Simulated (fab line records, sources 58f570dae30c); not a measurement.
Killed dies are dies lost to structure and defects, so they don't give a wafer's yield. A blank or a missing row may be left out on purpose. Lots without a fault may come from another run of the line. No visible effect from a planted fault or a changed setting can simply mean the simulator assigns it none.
fab line records :: flow berkeley-cmos170
[record]
  lots = 13
  wafers = 39
  last-day = 13
route steps=331 shown ZERO@13 PWELL@44
lots that met no fault: taken from a fault-free run of the same line
start-h: start of the lot's first displayed wafer, in hours after the record's first day :: wait-h: hours since the lot's step before :: " unchanged from the row above :: L1.1+2: a row that stands for several wafers :: - no value present, or no start provided :: * or withheld: withheld :: < > ~ a bound
route shown NAME@n: names a module that has steps shown in the file, with the first one's number in the route :: usual: the fault-free wafers' mean and standard deviation :: same: alike in all rows :: chamber/n: place in a boat :: sites: the reading at each site :: _std_site: the values' standard deviation :: _edge_site: inner sites' mean taken away from outer sites' mean :: radius-mm: for every site, how far away it sits from the centre of the wafer :: mask NAME#n: copy n :: behind: the tool/chamber that last shaped the wafer :: hold: what put the lot on hold/how long, in hours/how the hold closed :: device: which transistor (n, p or np) failed to switch :: end of line: the same wafers' tests at the end of the route :: a step without rows: its recipe alone :: killed: not the wafer's yield, but the dies lost to structure and defects at the first sort :: map: dies across one wafer; x = killed, . = not, _ = none there
set.NAME: setting as actually run; set.NAME@STEP: the setting as run at that earlier step :: model.NAME: the simulator's own value behind a step, which no gauge read
steps of the route over a sample of lots; a table a step, a row a wafer
services: when a tool's chamber went out of use (start-h, in hours from the record's first day, below 0 if earlier), for how many hours, and the reason
[[steps]]
[step UCB170_ZERO_STRIP_07]
[recipe]
  chemistry = O2
  power-w = 400
  pressure-mtorr = 3500
  platen-temp-c = withheld
  o2-flow-sccm = 400
  overash-fraction = 0.5
[usual]
  drypump-motor-current-A = 6.0/0.52
  oes-product-au = 0.727/0.0046
  strip-time-to-endpoint-s = 21.46/0.07
lot.wafer: L712.1
tool: plasma-asher-03
chamber: 0
start-h: 27.26
wait-h: 0.0
drypump-motor-current-A: 6.8
oes-product-au: 0.718
rf-hours-counter-h: 29
strip-time-to-endpoint-s: 21.59

lot.wafer: L712.3
tool: plasma-asher-03
chamber: 1
start-h: 27.26
wait-h: 0.0
drypump-motor-current-A: 6.4
oes-product-au: 0.720
rf-hours-counter-h: -
strip-time-to-endpoint-s: 21.59

lot.wafer: L712.6
tool: plasma-asher-03
chamber: 0
start-h: 27.26
wait-h: 0.0
drypump-motor-current-A: 6.8
oes-product-au: 0.726
rf-hours-counter-h: -
strip-time-to-endpoint-s: 21.58

lot.wafer: L714.1
tool: plasma-asher-02
chamber: 0
start-h: 34.52
wait-h: 0.0
drypump-motor-current-A: 5.5
oes-product-au: 0.724
rf-hours-counter-h: 28
strip-time-to-endpoint-s: 21.51

lot.wafer: L714.2
tool: plasma-asher-02
chamber: 1
start-h: 34.52
wait-h: 0.0
drypump-motor-current-A: 5.7
oes-product-au: 0.726
rf-hours-counter-h: 28
strip-time-to-endpoint-s: 21.53

lot.wafer: L714.5
tool: plasma-asher-02
chamber: 1
start-h: 34.52
wait-h: 0.0
drypump-motor-current-A: 5.7
oes-product-au: 0.730
rf-hours-counter-h: -
strip-time-to-endpoint-s: 21.49

lot.wafer: L715.1
tool: plasma-asher-03
chamber: 1
start-h: 43.08
wait-h: 0.0
drypump-motor-current-A: 6.3
oes-product-au: 0.728
rf-hours-counter-h: 31
strip-time-to-endpoint-s: 21.40

lot.wafer: L715.4
tool: plasma-asher-03
chamber: 1
start-h: 43.08
wait-h: 0.0
drypump-motor-current-A: 6.3
oes-product-au: 0.727
rf-hours-counter-h: -
strip-time-to-endpoint-s: 21.42

lot.wafer: L715.5
tool: plasma-asher-03
chamber: 0
start-h: 43.08
wait-h: 0.0
drypump-motor-current-A: 6.8
oes-product-au: 0.729
rf-hours-counter-h: -
strip-time-to-endpoint-s: 21.45

lot.wafer: L716.2
tool: plasma-asher-03
chamber: 1
start-h: 47.42
wait-h: 0.0
drypump-motor-current-A: 6.3
oes-product-au: 0.733
rf-hours-counter-h: 31
strip-time-to-endpoint-s: 21.54

lot.wafer: L716.3
tool: plasma-asher-03
chamber: 1
start-h: 47.42
wait-h: 0.0
drypump-motor-current-A: 6.4
oes-product-au: 0.717
rf-hours-counter-h: -
strip-time-to-endpoint-s: 21.52

lot.wafer: L716.6
tool: plasma-asher-03
chamber: 1
start-h: 47.42
wait-h: 0.0
drypump-motor-current-A: 6.3
oes-product-au: 0.733
rf-hours-counter-h: -
strip-time-to-endpoint-s: 21.45

lot.wafer: L717.2
tool: plasma-asher-02
chamber: 1
start-h: 53.20
wait-h: 0.0
drypump-motor-current-A: 5.7
oes-product-au: 0.733
rf-hours-counter-h: 30
strip-time-to-endpoint-s: 21.46

lot.wafer: L717.3
tool: plasma-asher-02
chamber: 1
start-h: 53.20
wait-h: 0.0
drypump-motor-current-A: 5.7
oes-product-au: 0.728
rf-hours-counter-h: -
strip-time-to-endpoint-s: 21.51

lot.wafer: L717.5
tool: plasma-asher-02
chamber: 1
start-h: 53.20
wait-h: 0.0
drypump-motor-current-A: 5.7
oes-product-au: 0.721
rf-hours-counter-h: -
strip-time-to-endpoint-s: 21.45

lot.wafer: L719.1
tool: plasma-asher-04
chamber: 0
start-h: 60.28
wait-h: 0.0
drypump-motor-current-A: 6.2
oes-product-au: 0.728
rf-hours-counter-h: 25
strip-time-to-endpoint-s: 21.44

lot.wafer: L719.4
tool: plasma-asher-04
chamber: 1
start-h: 60.28
wait-h: 0.0
drypump-motor-current-A: 5.3
oes-product-au: 0.733
rf-hours-counter-h: -
strip-time-to-endpoint-s: 21.55

lot.wafer: L719.6
tool: plasma-asher-04
chamber: 0
start-h: 60.28
wait-h: 0.0
drypump-motor-current-A: 6.2
oes-product-au: 0.732
rf-hours-counter-h: -
strip-time-to-endpoint-s: 21.49

lot.wafer: L726.2
tool: plasma-asher-03
chamber: 0
start-h: 102.32
wait-h: 0.0
drypump-motor-current-A: 6.8
oes-product-au: 0.728
rf-hours-counter-h: 38
strip-time-to-endpoint-s: 21.50

lot.wafer: L726.5
tool: plasma-asher-03
chamber: 1
start-h: 102.32
wait-h: 0.0
drypump-motor-current-A: 6.4
oes-product-au: 0.727
rf-hours-counter-h: -
strip-time-to-endpoint-s: 21.46

lot.wafer: L726.6
tool: plasma-asher-03
chamber: 0
start-h: 102.32
wait-h: 0.0
drypump-motor-current-A: 6.8
oes-product-au: 0.726
rf-hours-counter-h: -
strip-time-to-endpoint-s: 21.52

lot.wafer: L727.1
tool: plasma-asher-04
chamber: 0
start-h: 102.57
wait-h: 0.0
drypump-motor-current-A: 6.2
oes-product-au: 0.731
rf-hours-counter-h: 30
strip-time-to-endpoint-s: 21.33

lot.wafer: L727.3
tool: plasma-asher-04
chamber: 0
start-h: 102.57
wait-h: 0.0
drypump-motor-current-A: 6.2
oes-product-au: 0.732
rf-hours-counter-h: -
strip-time-to-endpoint-s: 21.34

lot.wafer: L727.6
tool: plasma-asher-04
chamber: 0
start-h: 102.57
wait-h: 0.0
drypump-motor-current-A: 6.2
oes-product-au: 0.732
rf-hours-counter-h: -
strip-time-to-endpoint-s: 21.36

lot.wafer: L728.3
tool: plasma-asher-04
chamber: 0
start-h: 108.72
wait-h: 0.0
drypump-motor-current-A: 6.3
oes-product-au: 0.724
rf-hours-counter-h: -
strip-time-to-endpoint-s: 21.47

lot.wafer: L728.5
tool: plasma-asher-04
chamber: 0
start-h: 108.72
wait-h: 0.0
drypump-motor-current-A: 6.3
oes-product-au: 0.732
rf-hours-counter-h: -
strip-time-to-endpoint-s: 21.45

lot.wafer: L728.6
tool: plasma-asher-04
chamber: 1
start-h: 108.72
wait-h: 0.0
drypump-motor-current-A: 5.3
oes-product-au: 0.732
rf-hours-counter-h: -
strip-time-to-endpoint-s: 21.40

lot.wafer: L729.3
tool: plasma-asher-02
chamber: 1
start-h: 110.74
wait-h: 0.0
drypump-motor-current-A: 5.7
oes-product-au: 0.726
rf-hours-counter-h: -
strip-time-to-endpoint-s: 21.51

lot.wafer: L729.4
tool: plasma-asher-02
chamber: 0
start-h: 110.74
wait-h: 0.0
drypump-motor-current-A: 5.6
oes-product-au: 0.729
rf-hours-counter-h: -
strip-time-to-endpoint-s: 21.42

lot.wafer: L729.5
tool: plasma-asher-02
chamber: 1
start-h: 110.74
wait-h: 0.0
drypump-motor-current-A: 5.7
oes-product-au: 0.732
rf-hours-counter-h: -
strip-time-to-endpoint-s: 21.44

lot.wafer: L732.2
tool: plasma-asher-03
chamber: 0
start-h: 123.18
wait-h: 0.0
drypump-motor-current-A: 6.9
oes-product-au: 0.725
rf-hours-counter-h: 0
strip-time-to-endpoint-s: 21.35

lot.wafer: L732.3
tool: plasma-asher-03
chamber: 1
start-h: 123.18
wait-h: 0.0
drypump-motor-current-A: 6.4
oes-product-au: 0.739
rf-hours-counter-h: -
strip-time-to-endpoint-s: 21.34

lot.wafer: L732.4
tool: plasma-asher-03
chamber: 0
start-h: 123.18
wait-h: 0.0
drypump-motor-current-A: 6.8
oes-product-au: 0.732
rf-hours-counter-h: -
strip-time-to-endpoint-s: 21.31

lot.wafer: L731.2
tool: plasma-asher-04
chamber: 0
start-h: 123.42
wait-h: 0.0
drypump-motor-current-A: 6.2
oes-product-au: 0.728
rf-hours-counter-h: 32
strip-time-to-endpoint-s: 21.45

lot.wafer: L731.4
tool: plasma-asher-04
chamber: 1
start-h: 123.42
wait-h: 0.0
drypump-motor-current-A: 5.3
oes-product-au: 0.727
rf-hours-counter-h: -
strip-time-to-endpoint-s: 21.47

lot.wafer: L731.6
tool: plasma-asher-04
chamber: 1
start-h: 123.42
wait-h: 0.0
drypump-motor-current-A: 5.3
oes-product-au: 0.722
rf-hours-counter-h: -
strip-time-to-endpoint-s: 21.54

lot.wafer: L734.1
tool: plasma-asher-03
chamber: 1
start-h: 139.86
wait-h: 0.0
drypump-motor-current-A: 6.3
oes-product-au: 0.724
rf-hours-counter-h: 2
strip-time-to-endpoint-s: 21.34

lot.wafer: L734.2
tool: plasma-asher-03
chamber: 0
start-h: 139.86
wait-h: 0.0
drypump-motor-current-A: 6.8
oes-product-au: 0.724
rf-hours-counter-h: 2
strip-time-to-endpoint-s: 21.35

lot.wafer: L734.5
tool: plasma-asher-03
chamber: 1
start-h: 139.86
wait-h: 0.0
drypump-motor-current-A: 6.4
oes-product-au: 0.721
rf-hours-counter-h: -
strip-time-to-endpoint-s: 21.37
[step UCB170_PWELL_EXPOSE_10]
[recipe]
  mask-id = PWELL
  target-cd-nm = 3000
  na = 0.5
  sigma-outer = 0.6
  source-shape = conventional
  dose-mj = 19
[same]
  na = 0.5
lot.wafer: L712.1+3+6
tool: krf-scanner-01
chamber: 0
start-h: 64.59
wait-h: 0.2
mask: PWELL#0

lot.wafer: L714.1+2+5
tool: krf-scanner-01
chamber: 0
start-h: 70.15
wait-h: 0.1
mask: PWELL#0

lot.wafer: L715.1+4+5
tool: krf-scanner-01
chamber: 0
start-h: 74.92
wait-h: 0.1
mask: PWELL#0

lot.wafer: L716.2+3+6
tool: krf-scanner-01
chamber: 0
start-h: 75.27
wait-h: 0.1
mask: PWELL#0

lot.wafer: L717.2+3+5
tool: krf-scanner-02
chamber: 0
start-h: 85.98
wait-h: 0.1
mask: PWELL#0

lot.wafer: L719.1+4+6
tool: krf-scanner-01
chamber: 0
start-h: 97.72
wait-h: 0.3
mask: PWELL_R1#0

lot.wafer: L726.2+5+6
tool: krf-scanner-02
chamber: 0
start-h: 136.30
wait-h: 0.2
mask: PWELL#0

lot.wafer: L727.1+3+6
tool: krf-scanner-01
chamber: 0
start-h: 136.53
wait-h: 0.3
mask: PWELL#0

lot.wafer: L729.3+4+5
tool: krf-scanner-01
chamber: 0
start-h: 144.12
wait-h: 0.3
mask: PWELL#0

lot.wafer: L728.3+5+6
tool: krf-scanner-01
chamber: 0
start-h: 144.24
wait-h: -
mask: PWELL#0

lot.wafer: L732.2+3+4
tool: krf-scanner-01
chamber: 0
start-h: 168.33
wait-h: -
mask: PWELL#0

lot.wafer: L731.2+4+6
tool: krf-scanner-02
chamber: 0
start-h: 168.69
wait-h: -
mask: PWELL#0

lot.wafer: L734.1+2+5
tool: krf-scanner-02
chamber: 0
start-h: 176.45
wait-h: 0.3
mask: PWELL#0
[step UCB170_PWELL_OVL_MEAS_13]
[usual]
  PWELL_OVL = 1/5
lot.wafer: L712.1
tool: overlay-01
chamber: -
start-h: 65.19
wait-h: -
PWELL_OVL[nm]: 9

lot.wafer: L712.3
tool: overlay-01
chamber: -
start-h: 65.19
wait-h: -
PWELL_OVL[nm]: -5

lot.wafer: L712.6
tool: overlay-01
chamber: -
start-h: 65.19
wait-h: -
PWELL_OVL[nm]: 6

lot.wafer: L714.1
tool: overlay-02
chamber: -
start-h: 70.62
wait-h: -
PWELL_OVL[nm]: 5

lot.wafer: L714.2
tool: overlay-02
chamber: -
start-h: 70.62
wait-h: -
PWELL_OVL[nm]: -4

lot.wafer: L714.5
tool: overlay-02
chamber: -
start-h: 70.62
wait-h: -
PWELL_OVL[nm]: -2

lot.wafer: L715.1
tool: overlay-02
chamber: -
start-h: 75.81
wait-h: -
PWELL_OVL[nm]: 0

lot.wafer: L715.4
tool: overlay-02
chamber: -
start-h: 75.81
wait-h: -
PWELL_OVL[nm]: -1

lot.wafer: L715.5
tool: overlay-02
chamber: -
start-h: 75.81
wait-h: -
PWELL_OVL[nm]: 4

lot.wafer: L716.2
tool: overlay-01
chamber: -
start-h: 76.09
wait-h: -
PWELL_OVL[nm]: 11

lot.wafer: L716.3
tool: overlay-01
chamber: -
start-h: 76.09
wait-h: -
PWELL_OVL[nm]: 3

lot.wafer: L716.6
tool: overlay-01
chamber: -
start-h: 76.09
wait-h: -
PWELL_OVL[nm]: 7

lot.wafer: L717.2
tool: overlay-01
chamber: -
start-h: 86.48
wait-h: -
PWELL_OVL[nm]: -4

lot.wafer: L717.3
tool: overlay-01
chamber: -
start-h: 86.48
wait-h: -
PWELL_OVL[nm]: 7

lot.wafer: L717.5
tool: overlay-01
chamber: -
start-h: 86.48
wait-h: -
PWELL_OVL[nm]: 1

lot.wafer: L719.1
tool: overlay-01
chamber: -
start-h: 98.20
wait-h: -
PWELL_OVL[nm]: -2

lot.wafer: L719.4
tool: overlay-01
chamber: -
start-h: 98.20
wait-h: -
PWELL_OVL[nm]: 0

lot.wafer: L719.6
tool: overlay-01
chamber: -
start-h: 98.20
wait-h: -
PWELL_OVL[nm]: 1

lot.wafer: L726.2
tool: overlay-01
chamber: -
start-h: 137.10
wait-h: -
PWELL_OVL[nm]: -3

lot.wafer: L726.5
tool: overlay-01
chamber: -
start-h: 137.10
wait-h: -
PWELL_OVL[nm]: -8

lot.wafer: L726.6
tool: overlay-01
chamber: -
start-h: 137.10
wait-h: -
PWELL_OVL[nm]: -9

lot.wafer: L727.1
tool: overlay-02
chamber: -
start-h: 137.55
wait-h: -
PWELL_OVL[nm]: 6

lot.wafer: L727.3
tool: overlay-02
chamber: -
start-h: 137.55
wait-h: -
PWELL_OVL[nm]: 4

lot.wafer: L727.6
tool: overlay-02
chamber: -
start-h: 137.55
wait-h: -
PWELL_OVL[nm]: 2

lot.wafer: L729.3
tool: overlay-01
chamber: -
start-h: 145.30
wait-h: -
PWELL_OVL[nm]: -1

lot.wafer: L729.4
tool: overlay-01
chamber: -
start-h: 145.30
wait-h: -
PWELL_OVL[nm]: 10

lot.wafer: L729.5
tool: overlay-01
chamber: -
start-h: 145.30
wait-h: -
PWELL_OVL[nm]: 2

lot.wafer: L728.3
tool: overlay-02
chamber: -
start-h: 145.58
wait-h: -
PWELL_OVL[nm]: -1

lot.wafer: L728.5
tool: overlay-02
chamber: -
start-h: 145.58
wait-h: -
PWELL_OVL[nm]: 4

lot.wafer: L728.6
tool: overlay-02
chamber: -
start-h: 145.58
wait-h: -
PWELL_OVL[nm]: -8

lot.wafer: L732.2
tool: overlay-02
chamber: -
start-h: 169.83
wait-h: -
PWELL_OVL[nm]: -2

lot.wafer: L732.3
tool: overlay-02
chamber: -
start-h: 169.83
wait-h: -
PWELL_OVL[nm]: 0

lot.wafer: L732.4
tool: overlay-02
chamber: -
start-h: 169.83
wait-h: -
PWELL_OVL[nm]: -2

lot.wafer: L731.2
tool: overlay-02
chamber: -
start-h: 170.09
wait-h: -
PWELL_OVL[nm]: -6

lot.wafer: L731.4
tool: overlay-02
chamber: -
start-h: 170.09
wait-h: -
PWELL_OVL[nm]: 2

lot.wafer: L731.6
tool: overlay-02
chamber: -
start-h: 170.09
wait-h: -
PWELL_OVL[nm]: -2

lot.wafer: L734.1
tool: overlay-01
chamber: -
start-h: 177.61
wait-h: -
PWELL_OVL[nm]: -2

lot.wafer: L734.2
tool: overlay-01
chamber: -
start-h: 177.61
wait-h: -
PWELL_OVL[nm]: 0

lot.wafer: L734.5
tool: overlay-01
chamber: -
start-h: 177.61
wait-h: -
PWELL_OVL[nm]: 2
[step UCB170_PWELL_ETCH_14]
[recipe]
  chemistry = CH3F/Ar/O2
  target = Si3N4
  stop-on = SiO2
  CH3F_flow_sccm = 20
  Ar_flow_sccm = 50
  O2_flow_sccm = 7
  pressure-mtorr = 50
  rf-w = 450
  target-depth-a = 2420
  over-etch-frac = 0.11
  time-s = 151
[usual]
  drypump-motor-current-A = 5.7/0.57
  oes-product-au = 0.938/0.015
  rf-fwd-power-W = 448.1/1.5
  throttle-valve-pct = 8.00/0.067
[same]
  over-etch-frac = 0.11
lot.wafer: L712.1
tool: rie-diel-01
chamber: 3
start-h: 65.23
wait-h: 0.0
drypump-motor-current-A: 4.9
oes-product-au: 0.947
rf-fwd-power-W: 450.0
rf-hours-counter-h: 52
throttle-valve-pct: 8.01

lot.wafer: L712.3
tool: rie-diel-01
chamber: 1
start-h: 65.23
wait-h: 0.0
drypump-motor-current-A: 6.1
oes-product-au: 0.929
rf-fwd-power-W: 448.2
rf-hours-counter-h: 52
throttle-valve-pct: 7.89

lot.wafer: L712.6
tool: rie-diel-01
chamber: 3
start-h: 65.23
wait-h: 0.0
drypump-motor-current-A: 4.9
oes-product-au: 0.935
rf-fwd-power-W: 448.9
rf-hours-counter-h: -
throttle-valve-pct: 8.00

lot.wafer: L714.1
tool: rie-diel-01
chamber: 1
start-h: 70.65
wait-h: 0.0
drypump-motor-current-A: 6.1
oes-product-au: 0.952
rf-fwd-power-W: 446.9
rf-hours-counter-h: 52
throttle-valve-pct: 7.88

lot.wafer: L714.2
tool: rie-diel-01
chamber: 2
start-h: 70.65
wait-h: 0.0
drypump-motor-current-A: 5.7
oes-product-au: 0.909
rf-fwd-power-W: 446.8
rf-hours-counter-h: 49
throttle-valve-pct: 8.04

lot.wafer: L714.5
tool: rie-diel-01
chamber: 2
start-h: 70.65
wait-h: 0.0
drypump-motor-current-A: 5.7
oes-product-au: 0.911
rf-fwd-power-W: 445.8
rf-hours-counter-h: -
throttle-valve-pct: 8.07

lot.wafer: L715.1
tool: rie-diel-01
chamber: 2
start-h: 75.84
wait-h: 0.0
drypump-motor-current-A: 5.7
oes-product-au: 0.917
rf-fwd-power-W: 446.1
rf-hours-counter-h: 50
throttle-valve-pct: 8.06

lot.wafer: L715.4
tool: rie-diel-01
chamber: 3
start-h: 75.84
wait-h: 0.0
drypump-motor-current-A: 4.9
oes-product-au: 0.946
rf-fwd-power-W: 450.7
rf-hours-counter-h: -
throttle-valve-pct: 8.02

lot.wafer: L715.5
tool: rie-diel-01
chamber: 1
start-h: 75.84
wait-h: 0.0
drypump-motor-current-A: 6.1
oes-product-au: 0.944
rf-fwd-power-W: 446.2
rf-hours-counter-h: -
throttle-valve-pct: 7.87

lot.wafer: L716.2
tool: rie-diel-04
chamber: 0
start-h: 76.12
wait-h: 0.0
drypump-motor-current-A: 5.6
oes-product-au: 0.936
rf-fwd-power-W: 446.1
rf-hours-counter-h: 15
throttle-valve-pct: 8.00

lot.wafer: L716.3
tool: rie-diel-04
chamber: 1
start-h: 76.12
wait-h: 0.0
drypump-motor-current-A: 5.4
oes-product-au: 0.974
rf-fwd-power-W: 448.6
rf-hours-counter-h: 1
throttle-valve-pct: 8.01

lot.wafer: L716.6
tool: rie-diel-04
chamber: 3
start-h: 76.12
wait-h: 0.0
drypump-motor-current-A: 6.4
oes-product-au: 0.933
rf-fwd-power-W: 448.7
rf-hours-counter-h: -
throttle-valve-pct: 8.06

lot.wafer: L717.2
tool: rie-diel-03
chamber: 1
start-h: 86.51
wait-h: 0.0
drypump-motor-current-A: 5.3
oes-product-au: 0.915
rf-fwd-power-W: 447.8
rf-hours-counter-h: 163
throttle-valve-pct: 8.16

lot.wafer: L717.3
tool: rie-diel-03
chamber: 0
start-h: 86.51
wait-h: 0.0
drypump-motor-current-A: 6.3
oes-product-au: 0.946
rf-fwd-power-W: 446.3
rf-hours-counter-h: 2
throttle-valve-pct: 8.02

lot.wafer: L717.5
tool: rie-diel-03
chamber: 3
start-h: 86.51
wait-h: 0.0
drypump-motor-current-A: 4.6
oes-product-au: 0.931
rf-fwd-power-W: 447.0
rf-hours-counter-h: -
throttle-valve-pct: 7.97

lot.wafer: L719.1
tool: rie-diel-04
chamber: 1
start-h: 98.24
wait-h: 0.0
drypump-motor-current-A: 5.4
oes-product-au: 0.959
rf-fwd-power-W: 445.9
rf-hours-counter-h: 2
throttle-valve-pct: 8.00

lot.wafer: L719.4
tool: rie-diel-04
chamber: 0
start-h: 98.24
wait-h: 0.0
drypump-motor-current-A: 5.6
oes-product-au: 0.934
rf-fwd-power-W: 449.0
rf-hours-counter-h: 16
throttle-valve-pct: 8.00

lot.wafer: L719.6
tool: rie-diel-04
chamber: 1
start-h: 98.24
wait-h: 0.0
drypump-motor-current-A: 5.4
oes-product-au: 0.954
rf-fwd-power-W: 447.0
rf-hours-counter-h: -
throttle-valve-pct: 8.01

lot.wafer: L726.2
tool: rie-diel-01
chamber: 2
start-h: 137.13
wait-h: 0.0
drypump-motor-current-A: 5.7
oes-product-au: 0.926
rf-fwd-power-W: 448.8
rf-hours-counter-h: 52
throttle-valve-pct: 8.06

lot.wafer: L726.5
tool: rie-diel-01
chamber: 3
start-h: 137.13
wait-h: 0.0
drypump-motor-current-A: 4.9
oes-product-au: 0.944
rf-fwd-power-W: 448.3
rf-hours-counter-h: -
throttle-valve-pct: 8.00

lot.wafer: L726.6
tool: rie-diel-01
chamber: 2
start-h: 137.13
wait-h: 0.0
drypump-motor-current-A: 5.7
oes-product-au: 0.912
rf-fwd-power-W: 447.6
rf-hours-counter-h: -
throttle-valve-pct: 8.05

lot.wafer: L727.1
tool: rie-diel-04
chamber: 3
start-h: 137.58
wait-h: 0.0
drypump-motor-current-A: 6.4
oes-product-au: 0.927
rf-fwd-power-W: 448.9
rf-hours-counter-h: 36
throttle-valve-pct: 8.05

lot.wafer: L727.3
tool: rie-diel-04
chamber: 2
start-h: 137.58
wait-h: 0.0
drypump-motor-current-A: 5.8
oes-product-au: 0.955
rf-fwd-power-W: 448.9
rf-hours-counter-h: 85
throttle-valve-pct: 7.98

lot.wafer: L727.6
tool: rie-diel-04
chamber: 0
start-h: 137.58
wait-h: 0.0
drypump-motor-current-A: 5.6
oes-product-au: 0.934
rf-fwd-power-W: 449.1
rf-hours-counter-h: -
throttle-valve-pct: 8.01

lot.wafer: L729.3
tool: rie-diel-04
chamber: 2
start-h: 145.33
wait-h: 0.0
drypump-motor-current-A: 5.8
oes-product-au: 0.961
rf-fwd-power-W: 448.2
rf-hours-counter-h: 86
throttle-valve-pct: 7.99

lot.wafer: L729.4
tool: rie-diel-04
chamber: 1
start-h: 145.33
wait-h: 0.0
drypump-motor-current-A: 5.4
oes-product-au: 0.952
rf-fwd-power-W: 449.0
rf-hours-counter-h: 4
throttle-valve-pct: 8.01

lot.wafer: L729.5
tool: rie-diel-04
chamber: 3
start-h: 145.33
wait-h: 0.0
drypump-motor-current-A: 6.4
oes-product-au: 0.931
rf-fwd-power-W: 447.1
rf-hours-counter-h: -
throttle-valve-pct: 8.05

lot.wafer: L728.3
tool: rie-diel-01
chamber: 2
start-h: 145.60
wait-h: 0.0
drypump-motor-current-A: 5.7
oes-product-au: 0.917
rf-fwd-power-W: 448.8
rf-hours-counter-h: 53
throttle-valve-pct: 8.05

lot.wafer: L728.5
tool: rie-diel-01
chamber: 0
start-h: 145.60
wait-h: 0.0
drypump-motor-current-A: 6.6
oes-product-au: 0.946
rf-fwd-power-W: 448.9
rf-hours-counter-h: -
throttle-valve-pct: 8.02

lot.wafer: L728.6
tool: rie-diel-01
chamber: 3
start-h: 145.60
wait-h: 0.0
drypump-motor-current-A: 4.9
oes-product-au: 0.933
rf-fwd-power-W: 447.5
rf-hours-counter-h: -
throttle-valve-pct: 8.01

lot.wafer: L732.2
tool: rie-diel-04
chamber: 0
start-h: 169.86
wait-h: 0.0
drypump-motor-current-A: 5.6
oes-product-au: 0.946
rf-fwd-power-W: 448.8
rf-hours-counter-h: 20
throttle-valve-pct: 8.01

lot.wafer: L732.3
tool: rie-diel-04
chamber: 1
start-h: 169.86
wait-h: 0.0
drypump-motor-current-A: 5.4
oes-product-au: 0.958
rf-fwd-power-W: 447.4
rf-hours-counter-h: 5
throttle-valve-pct: 8.02

lot.wafer: L732.4
tool: rie-diel-04
chamber: 2
start-h: 169.86
wait-h: 0.0
drypump-motor-current-A: 5.8
oes-product-au: 0.948
rf-fwd-power-W: 448.8
rf-hours-counter-h: 87
throttle-valve-pct: 7.97

lot.wafer: L731.2
tool: rie-diel-03
chamber: 1
start-h: 170.12
wait-h: 0.0
drypump-motor-current-A: 5.3
oes-product-au: 0.947
rf-fwd-power-W: 448.7
rf-hours-counter-h: 2
throttle-valve-pct: 8.17

lot.wafer: L731.4
tool: rie-diel-03
chamber: 0
start-h: 170.12
wait-h: 0.0
drypump-motor-current-A: 6.3
oes-product-au: 0.944
rf-fwd-power-W: 450.3
rf-hours-counter-h: 6
throttle-valve-pct: 8.02

lot.wafer: L731.6
tool: rie-diel-03
chamber: 1
start-h: 170.12
wait-h: 0.0
drypump-motor-current-A: 5.3
oes-product-au: 0.939
rf-fwd-power-W: 448.1
rf-hours-counter-h: -
throttle-valve-pct: 8.14

lot.wafer: L734.1
tool: rie-diel-01
chamber: 1
start-h: 177.65
wait-h: 0.0
drypump-motor-current-A: 6.1
oes-product-au: 0.932
rf-fwd-power-W: 449.3
rf-hours-counter-h: 57
throttle-valve-pct: 7.89

lot.wafer: L734.2
tool: rie-diel-01
chamber: 0
start-h: 177.65
wait-h: 0.0
drypump-motor-current-A: 6.5
oes-product-au: 0.939
rf-fwd-power-W: 446.6
rf-hours-counter-h: 4
throttle-valve-pct: 8.04

lot.wafer: L734.5
tool: rie-diel-01
chamber: 2
start-h: 177.65
wait-h: 0.0
drypump-motor-current-A: 5.6
oes-product-au: 0.914
rf-fwd-power-W: 446.5
rf-hours-counter-h: -
throttle-valve-pct: 8.06
[[services]]
tool: krf-scanner-01
chamber: -
start-h: 17.80
hours: 0.9
kind: repair

tool: rie-diel-03
chamber: 1
start-h: 22.61
hours: 3.1
kind: repair

tool: rie-diel-03
chamber: 2
start-h: 30.62
hours: 4.5
kind: repair

tool: krf-scanner-01
chamber: 0
start-h: 30.88
hours: -
kind: calibration

tool: rie-diel-03
chamber: 3
start-h: 35.33
hours: 4.4
kind: repair

tool: krf-scanner-02
chamber: -
start-h: 39.42
hours: 0.8
kind: pm

tool: krf-scanner-01
chamber: -
start-h: 58.13
hours: 0.6
kind: repair

tool: krf-scanner-02
chamber: -
start-h: 64.71
hours: 7.2
kind: pm

tool: plasma-asher-03
chamber: -
start-h: 67.24
hours: 0.8
kind: repair

tool: rie-diel-01
chamber: 0
start-h: 68.52
hours: -
kind: clean

tool: krf-scanner-02
chamber: -
start-h: 71.91
hours: 1.3
kind: pm

tool: krf-scanner-01
chamber: -
start-h: 73.21
hours: 1.3
kind: pm

tool: krf-scanner-01
chamber: -
start-h: 80.39
hours: 11.6
kind: pm

tool: rie-diel-04
chamber: 1
start-h: 84.82
hours: 8.3
kind: repair

tool: krf-scanner-02
chamber: -
start-h: 93.35
hours: 0.7
kind: repair

tool: plasma-asher-03
chamber: -
start-h: 108.75
hours: 9.0
kind: pm

tool: krf-scanner-02
chamber: -
start-h: 127.09
hours: 0.4
kind: repair

tool: rie-diel-01
chamber: 0
start-h: 137.49
hours: 6.0
kind: repair

tool: krf-scanner-01
chamber: -
start-h: 142.88
hours: 1.0
kind: pm

tool: krf-scanner-02
chamber: -
start-h: 143.96
hours: 4.4
kind: pm

tool: krf-scanner-01
chamber: -
start-h: 148.41
hours: -
kind: calibration

tool: rie-diel-01
chamber: 2
start-h: 162.83
hours: 6.9
kind: repair

tool: krf-scanner-02
chamber: -
start-h: 171.09
hours: 1.0
kind: pm

tool: krf-scanner-01
chamber: -
start-h: 174.26
hours: 0.2
kind: repair
[[key]]
[first-sign]
  step = UCB170_PWELL_EXPOSE_10
  reading = mask
  direction = changed
effect none on later readings
met-at UCB170_PWELL_EXPOSE_10
struck-lots L719
sort-left-out L719.1,L719.4,L719.6
tester-left-out L719
not-acting-at UCB170_ZERO_STRIP_07,UCB170_PWELL_OVL_MEAS_13,UCB170_PWELL_ETCH_14
onset-between 75.27 97.72
[fault]
  kind = wrong-mask
  tool = any
  chamber = -
  onset-h = 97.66
  steps = UCB170_PWELL_EXPOSE_10
  aux-copy = PWELL_R1#0
  cd-offset-nm = 210
  scope = struck-lots-only
// tester-left-out: of these lots the tester's yield and bins aren't shown, on N5 and GAA mostly nor the transistor test; their killed dies are dies lost to structure and defects alone, not to doping, threshold or leakage, so they don't give the yield
// sort-left-out: the simulated sort isn't trusted on such a fault, so these wafers' sort isn't shown, and their yield isn't known
